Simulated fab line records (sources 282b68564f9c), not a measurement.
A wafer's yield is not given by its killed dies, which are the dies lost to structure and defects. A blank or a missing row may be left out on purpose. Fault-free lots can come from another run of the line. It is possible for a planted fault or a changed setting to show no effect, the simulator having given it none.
Which tool is to blame?	flow ritCmos	Sampling: 6 lots, 18 wafers, 2 of 202 route steps

## WHAT THE GAUGES READ, wafer by wafer
RIT_M1_CD_MEAS_09 targets a cd of 2600 nm.
lot	measured	on	cdNm (nm)
L700	day 3 16:01	cdSem-01	2601.7 2599.5 2601.3
L703	day 4 11:31	cdSem-02	2599.9 2599.7 2600.4
L708	day 5 12:49	cdSem-01	2602.1 2602.4 2601.2
L714	day 6 13:01	cdSem-01	2598.5 2603.7 2602.3
L716	day 7 01:31	cdSem-02	2601.3 2601.2 2600.3
L720	day 8 00:17	cdSem-01	2601.5 2598.6 2598.6

## WHICH TOOL RAN EACH LOT (tool, then ch and the chambers of the sampled wafers, then the start)
lot	RIT_M1_COAT_04
L700	lithoTrack-04 ch 0, day 3 15:10
L703	lithoTrack-01 ch 0, day 4 10:47
L708	lithoTrack-01 ch 0, day 5 11:52
L714	lithoTrack-03 ch 0, day 6 12:05
L716	lithoTrack-04 ch 0, day 7 00:40
L720	lithoTrack-03 ch 0, day 7 23:26
- RIT_M1_COAT_04: resist thk 1300 nm.

## THE ANSWER, worked out from the rows above alone
Rule: what is usual is taken from the lots themselves. The widest of any qualifying gaps counts: lots, ordered by their means at a reading, are off when they make up no more than a third of the lots, leave a main group of 4 or more, and stand apart from it by 3 or more times the standard deviation of that group's means. A main group whose means are all the same, to the digits that the tables above print for the reading, isn't used. Also off: a lot with no number at a reading for which 4 or more lots have one. All remaining lots with rows at the step are treated as sound.
Nothing can be told from this: no lot is off at any reading shown.

## WHAT THE SIMULATOR HAD PUT IN
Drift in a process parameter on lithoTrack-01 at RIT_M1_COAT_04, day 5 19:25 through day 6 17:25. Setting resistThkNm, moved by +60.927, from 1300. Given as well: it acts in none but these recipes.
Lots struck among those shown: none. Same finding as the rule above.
